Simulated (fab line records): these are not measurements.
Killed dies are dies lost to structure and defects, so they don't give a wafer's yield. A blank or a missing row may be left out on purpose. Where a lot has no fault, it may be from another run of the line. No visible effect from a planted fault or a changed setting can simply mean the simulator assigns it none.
fab line records	flow rit-cmos
record: lots: 14	wafers: 42	last-day: 7
route steps=202 shown PRETRO@74 SPACER@128 SILICIDE@165 CONTACT@169 M1@202
lots untouched by any fault: they come from a run of this same line in which no faults occurred
start-h: start of the lot's first displayed wafer, in hours after the record's first day	wait-h: time in hours since the lot's previous step	" the same as in the row above	L1.1+2: several wafers, shown together as one row	- value missing, or start not given	* or withheld: withheld	< > ~ a bound
route shown NAME@n: a module of which the file shows steps, and the number in the route of the first	usual: average and standard deviation across the fault-free wafers	same: alike in all rows	chamber/n: place in a boat	sites: per-site readings	_std_site: the standard deviation of these	_edge_site: inner sites' mean taken away from outer sites' mean	radius-mm: for every site, how far away it sits from the centre of the wafer	mask NAME#n: copy n	behind: the most recent tool/chamber to have shaped the wafer	hold: the reason the lot was held/the length of the hold in hours/how it ended	device: whichever transistor did not switch (one of n, p or np)	end of line: the route-end tests of the same wafers	a step without rows: its recipe alone	killed: not the wafer's yield, but the dies lost to structure and defects at the first sort	map: shows each die of a wafer: x if killed, . if not, _ if none is there
set.NAME: the setting the step ran with; set.NAME@STEP: the setting that earlier step ran with	model.NAME: the simulator's own value behind a step, which no gauge read
the route's steps for a sample of lots (tables are steps, rows are wafers)
services: when a tool's chamber went out of use (start-h, in hours from the record's first day, below 0 if earlier), for how many hours, and the reason
== steps ==
step: RIT_PRETRO_TW_MEAS_10
usual: PRETRO_TW: 474/6
lot.wafer	tool	chamber	start-h	wait-h	PRETRO_TW
L193.2	film-metro-02	-	31.33	0.1	483
L193.4	"	-	"	"	485
L193.5	"	-	"	"	483
L194.1	film-metro-01	-	36.18	0.1	469
L194.2	"	-	"	"	468
L194.4	"	-	"	"	467
L196.1	film-metro-04	-	47.34	0.1	472
L196.3	"	-	"	"	471
L196.5	"	-	"	"	472
L198.3	film-metro-01	-	56.35	0.1	468
L198.4	"	-	"	"	468
L198.6	"	-	"	"	469
L200.2	film-metro-04	-	67.31	0.1	469
L200.3	"	-	"	"	470
L200.6	"	-	"	"	471
L204.1	film-metro-02	-	86.62	0.1	480
L204.5	"	-	"	"	484
L204.6	"	-	"	"	479
L205.1	film-metro-04	-	92.09	0.1	470
L205.5	"	-	"	"	470
L205.6	"	-	"	"	470
L210.2	film-metro-04	-	116.88	0.1	474
L210.5	"	-	"	"	471
L210.6	"	-	"	"	473
L211.2	film-metro-02	-	122.17	0.1	477
L211.4	"	-	"	"	480
L211.6	"	-	"	"	478
L212.1	film-metro-04	-	128.30	0.1	469
L212.3	"	-	"	"	466
L212.6	"	-	"	"	470
L213.1	film-metro-04	-	136.45	0.1	472
L213.3	"	-	"	"	470
L213.6	"	-	"	"	468
L214.1	film-metro-02	-	138.44	0.1	481
L214.4	"	-	"	"	479
L214.6	"	-	"	"	481
L215.2	film-metro-02	-	143.76	0.1	477
L215.3	"	-	"	"	480
L215.5	"	-	"	"	478
L216.2	film-metro-04	-	151.12	0.1	466
L216.5	"	-	"	"	468
L216.6	"	-	"	"	464
step: RIT_SPACER_CVD_03
recipe: material: Si3N4	target-thk-nm: 250	temp-c: 810	precursor: SiH2Cl2/NH3	time-s: 3300	pressure-mtorr: 300	sih2cl2-flow-sccm: 60	nh3-flow-sccm: 150
usual: pressure-mtorr: 300.2/0.58	sih2cl2-flow-sccm: 59.96/0.19	zone-power-centre-pct: 38.9/2.6	zone-power-load-pct: 21.7/1.3
lot.wafer	tool	chamber	start-h	wait-h	pressure-mtorr	sih2cl2-flow-sccm	zone-power-centre-pct	zone-power-load-pct
L193.2	lpcvd-01	0	43.98	0.0	301.1	60.09	33.2	22.0
L193.4	"	0	"	"	300.1	60.10	33.5	22.1
L193.5	"	0	"	"	300.4	60.20	33.3	21.9
L194.1	lpcvd-02	1	48.14	0.0	299.3	60.05	37.8	19.7
L194.2	"	1	"	"	300.0	60.32	37.8	19.8
L194.4	"	1	"	"	299.8	60.03	38.6	19.9
L196.1	lpcvd-02	1	60.44	0.0	360.6	60.18	39.0	19.9
L196.3	"	1	"	"	360.9	60.42	38.3	19.7
L196.5	"	1	"	"	360.2	60.12	38.5	19.9
L198.3	lpcvd-02	1	69.31	0.0	360.7	59.83	38.4	20.0
L198.4	"	1	"	"	361.0	59.88	38.5	19.6
L198.6	"	1	"	"	360.3	59.89	38.8	19.8
L200.2	lpcvd-01	1	81.50	0.0	300.8	60.13	41.9	23.5
L200.3	"	1	"	"	300.2	59.98	42.2	23.0
L200.6	"	1	"	"	301.1	60.10	41.8	23.0
L204.1	lpcvd-01	1	100.22	0.0	299.8	59.89	41.4	23.9
L204.5	"	1	"	"	300.2	60.00	41.6	23.3
L204.6	"	1	"	"	299.9	59.85	42.0	23.2
L205.1	lpcvd-01	1	104.09	0.0	299.5	59.94	42.4	23.3
L205.5	"	1	"	"	299.5	59.72	41.9	23.5
L205.6	"	1	"	"	300.3	59.88	42.1	23.1
L210.2	lpcvd-02	1	131.40	0.0	300.7	59.92	39.1	20.0
L210.5	"	1	"	"	300.8	59.91	38.9	20.0
L210.6	"	1	"	"	300.4	59.65	38.8	20.0
L211.2	lpcvd-02	1	138.09	0.0	300.5	60.20	39.3	19.8
L211.4	"	1	"	"	300.8	59.84	38.7	19.8
L211.6	"	1	"	"	301.4	60.04	38.6	19.5
L212.1	lpcvd-02	0	140.50	0.0	299.9	60.17	38.6	21.5
L212.3	"	0	"	"	299.8	59.89	39.3	21.9
L212.6	"	0	"	"	299.1	60.02	38.9	21.8
L213.1	lpcvd-02	0	152.56	0.0	300.4	60.17	39.1	21.5
L213.3	"	0	"	"	300.1	60.17	38.5	21.5
L213.6	"	0	"	"	299.8	60.29	38.5	21.8
L214.1	lpcvd-01	0	152.87	0.0	299.9	59.85	33.5	21.7
L214.4	"	0	"	"	298.8	59.92	33.5	21.6
L214.6	"	0	"	"	299.1	59.83	33.9	21.8
L215.2	lpcvd-02	0	159.57	0.0	300.5	59.48	38.3	21.7
L215.3	"	0	"	"	300.4	59.62	37.9	21.5
L215.5	"	0	"	"	300.3	59.55	38.0	21.3
L216.2	lpcvd-01	1	165.78	0.0	299.9	60.07	42.0	23.3
L216.5	"	1	"	"	299.5	60.14	41.9	23.6
L216.6	"	1	"	"	300.1	60.07	41.9	23.5
step: RIT_SPACER_THK_MEAS_04
recipe: reads: Si3N4_of_SPACER_CVD_03
usual: SPACER_NITRIDE_THK: 250.7/2.8
lot.wafer	tool	chamber	start-h	wait-h	SPACER_NITRIDE_THK[nm]
L193.2	film-metro-04	-	45.91	0.0	252.0
L193.4	"	-	"	"	253.8
L193.5	"	-	"	"	252.0
L194.1	film-metro-01	-	51.02	0.0	250.9
L194.2	"	-	"	"	250.3
L194.4	"	-	"	"	251.2
L196.1	film-metro-01	-	62.35	0.0	265.4
L196.3	"	-	"	"	266.2
L196.5	"	-	"	"	266.4
L198.3	film-metro-02	-	71.24	0.0	262.3
L198.4	"	-	"	"	263.8
L198.6	"	-	"	"	263.7
L200.2	film-metro-04	-	83.44	0.0	249.9
L200.3	"	-	"	"	249.4
L200.6	"	-	"	"	251.9
L204.1	film-metro-01	-	103.10	0.0	252.2
L204.5	"	-	"	"	253.4
L204.6	"	-	"	"	252.7
L205.1	film-metro-04	-	106.01	0.0	252.9
L205.5	"	-	"	"	254.7
L205.6	"	-	"	"	254.6
L210.2	film-metro-01	-	133.33	0.0	251.3
L210.5	"	-	"	"	250.3
L210.6	"	-	"	"	252.9
L211.2	film-metro-01	-	140.02	0.0	243.5
L211.4	"	-	"	"	243.7
L211.6	"	-	"	"	245.0
L212.1	film-metro-02	-	142.42	0.0	247.3
L212.3	"	-	"	"	249.6
L212.6	"	-	"	"	247.4
L213.1	film-metro-01	-	154.48	0.0	251.7
L213.3	"	-	"	"	253.4
L213.6	"	-	"	"	254.5
L214.1	film-metro-02	-	154.78	0.0	249.6
L214.4	"	-	"	"	250.1
L214.6	"	-	"	"	251.3
L215.2	film-metro-02	-	161.50	0.0	249.5
L215.3	"	-	"	"	249.3
L215.5	"	-	"	"	247.6
L216.2	film-metro-04	-	167.71	0.0	247.2
L216.5	"	-	"	"	247.2
L216.6	"	-	"	"	244.7
step: RIT_SILICIDE_RTA_04
recipe: temp-c: 650	time-s: 10	idle-temp-c: 25	ramp-up-s: 5	ramp-down-s: 5	cool-to-c: 25	ambient: N2
usual: wafer_temp_C_max: 653.0/0.85
lot.wafer	tool	chamber	start-h	wait-h	wafer_temp_C_max
L193.2	rtp-anneal-01	0	50.26	0.1	652.8
L193.4	"	0	"	"	653.0
L193.5	"	0	"	"	653.8
L194.1	rtp-anneal-02	0	55.93	0.1	653.9
L194.2	"	0	"	"	653.8
L194.4	"	0	"	"	652.5
L196.1	rtp-anneal-02	0	66.70	0.1	652.6
L196.3	"	0	"	"	651.6
L196.5	"	0	"	"	652.5
L198.3	rtp-anneal-02	0	76.08	0.1	652.6
L198.4	"	0	"	"	652.8
L198.6	"	0	"	"	653.4
L200.2	rtp-anneal-02	0	88.16	0.1	652.6
L200.3	"	0	"	"	653.9
L200.6	"	0	"	"	652.3
L204.1	rtp-anneal-02	0	107.54	0.1	652.3
L204.5	"	0	"	"	652.4
L204.6	"	0	"	"	653.0
L205.1	rtp-anneal-01	0	110.48	0.1	653.4
L205.5	"	0	"	"	652.7
L205.6	"	0	"	"	652.6
L210.2	rtp-anneal-02	0	137.90	0.1	651.8
L210.5	"	0	"	"	652.0
L210.6	"	0	"	"	651.8
L211.2	rtp-anneal-02	0	144.93	0.1	652.1
L211.4	"	0	"	"	652.6
L211.6	"	0	"	"	652.0
L212.1	rtp-anneal-01	0	146.84	0.1	654.5
L212.3	"	0	"	"	653.7
L212.6	"	0	"	"	654.8
L213.1	rtp-anneal-01	0	159.10	0.1	652.8
L213.3	"	0	"	"	653.2
L213.6	"	0	"	"	652.5
L214.1	rtp-anneal-02	0	159.21	0.1	652.2
L214.4	"	0	"	"	652.6
L214.6	"	0	"	"	652.5
L215.2	rtp-anneal-02	0	166.52	0.1	653.3
L215.3	"	0	"	"	652.4
L215.5	"	0	"	"	652.6
L216.2	rtp-anneal-01	0	172.18	0.1	652.7
L216.5	"	0	"	"	654.4
L216.6	"	0	"	"	652.7
step: RIT_CONTACT_THK_MEAS_01
recipe: reads: SiO2_of_CONTACT_CVD_00
usual: CONTACT_TEOS_THK: 400/5.6
lot.wafer	tool	chamber	start-h	wait-h	CONTACT_TEOS_THK[nm]
L193.2	film-metro-03	-	50.53	0.0	397
L193.4	"	-	"	"	406
L193.5	"	-	"	"	399
L194.1	film-metro-02	-	56.15	0.0	409
L194.2	"	-	"	"	400
L194.4	"	-	"	"	408
L196.1	film-metro-02	-	66.98	0.0	395
L196.3	"	-	"	"	397
L196.5	"	-	"	"	398
L198.3	film-metro-03	-	76.35	0.0	400
L198.4	"	-	"	"	405
L198.6	"	-	"	"	410
L200.2	film-metro-02	-	88.39	0.0	397
L200.3	"	-	"	"	395
L200.6	"	-	"	"	404
L204.1	film-metro-04	-	107.77	0.0	400
L204.5	"	-	"	"	408
L204.6	"	-	"	"	406
L205.1	film-metro-03	-	110.71	0.0	401
L205.5	"	-	"	"	408
L205.6	"	-	"	"	407
L210.2	film-metro-03	-	138.12	0.0	393
L210.5	"	-	"	"	402
L210.6	"	-	"	"	404
L211.2	film-metro-03	-	145.16	0.0	393
L211.4	"	-	"	"	400
L211.6	"	-	"	"	399
L212.1	film-metro-04	-	147.07	0.0	388
L212.3	"	-	"	"	393
L212.6	"	-	"	"	399
L213.1	film-metro-03	-	159.33	0.0	395
L213.3	"	-	"	"	397
L213.6	"	-	"	"	402
L214.1	film-metro-04	-	159.44	0.0	396
L214.4	"	-	"	"	401
L214.6	"	-	"	"	402
L215.2	film-metro-02	-	166.75	0.0	391
L215.3	"	-	"	"	395
L215.5	"	-	"	"	400
L216.2	film-metro-02	-	172.40	0.0	392
L216.5	"	-	"	"	400
L216.6	"	-	"	"	407
step: RIT_M1_PROBE_99
usual: killed_at_M0_to_M3: 0.0/0.19	killed-at-contacts: 0.1/0.27	killed-at-front-end: 6.4/2.9	killed-dies: 6.5/3	killed-open: 3.3/1.9	killed-short: 3.2/1.7
same: gross-dies: 264	killed_at_M4_up: 0	killed-at-back-side: 0	killed-at-other: 0
lot.wafer	tool	chamber	start-h	wait-h	killed_at_M0_to_M3	killed-at-contacts	killed-at-front-end	killed-dies	killed-open	killed-short
L211.2	prober-02	-	152.18	0.1	0	0	14	14	7	7
L211.4	prober-02	-	152.28	0.2	0	0	10	10	6	4
L211.6	prober-02	-	152.38	0.2	0	0	7	7	2	5
L212.1	prober-01	-	153.63	0.1	0	0	7	7	3	4
L212.3	prober-01	-	153.73	0.2	0	0	6	6	3	3
L212.6	prober-01	-	153.88	0.2	0	0	10	10	6	4
killed by level:class
L211.2 GATE:geometric-particle:open=3 GATE:geometric-particle:short=3 REOX:geometric-particle:open=3 REOX:geometric-particle:short=2 FOX1:geometric-particle:short=1 FOX2:geometric-particle:open=1 SPACER:geometric-particle:short=1
L211.4 GATE:geometric-particle:short=3 GATE:geometric-particle:open=3 FOX1:geometric-particle:open=2 FOX2:geometric-particle:open=1 FOX2:geometric-particle:short=1
L211.6 REOX:geometric-particle:short=2 GATE:geometric-particle:short=1 GATE:geometric-particle:open=1 SPACER:geometric-particle:short=1 SILICIDE:geometric-particle:short=1 SILICIDE:geometric-particle:open=1
L212.1 SPACER:geometric-particle:short=3 GATE:geometric-particle:open=2 FOX1:geometric-particle:short=1 SPACER:geometric-particle:open=1
L212.3 GATE:geometric-particle:open=3 GATE:geometric-particle:short=2 FOX2:geometric-particle:short=1
L212.6 GATE:geometric-particle:open=4 GATE:geometric-particle:short=2 FOX1:geometric-particle:short=1 FOX1:geometric-particle:open=1 FOX2:geometric-particle:short=1 SPACER:geometric-particle:open=1
== services ==
tool	chamber	start-h	hours	kind
rtp-anneal-02	-	143.50	1.0	pm
== key ==
first-sign: step: RIT_SPACER_CVD_03	reading: pressure-mtorr	direction: up	sigmas: 99+	usual: 300.2	struck: 360.6
effect: step: RIT_SPACER_THK_MEAS_04	reading: SPACER_NITRIDE_THK	direction: up	sigmas: 5	usual: 250.7	struck: 264.6
met-at RIT_SPACER_CVD_03
struck-lots L196,L198
rows-end L198.3,L198.4,L198.6
tester-left-out L196
not-acting-at RIT_PRETRO_TW_MEAS_10,RIT_SILICIDE_RTA_04,RIT_CONTACT_THK_MEAS_01
onset-between 48.14 60.44
fault: kind: process-parameter-drift	tool: lpcvd-02	chamber: -	onset-h: 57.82	steps: RIT_SPACER_CVD_03	channel: pressure-mtorr	offset: 60	shape: step	end-h: 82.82	acts-in: these-recipes-only	stated: 300
tester-left-out: of these lots the tester's yield and bins aren't shown, on N5 and GAA mostly nor the transistor test; their killed dies are dies lost to structure and defects alone, not to doping, threshold or leakage, so they don't give the yield
rows-end: these wafers met a further fault down the route, and their rows from its step on are left out
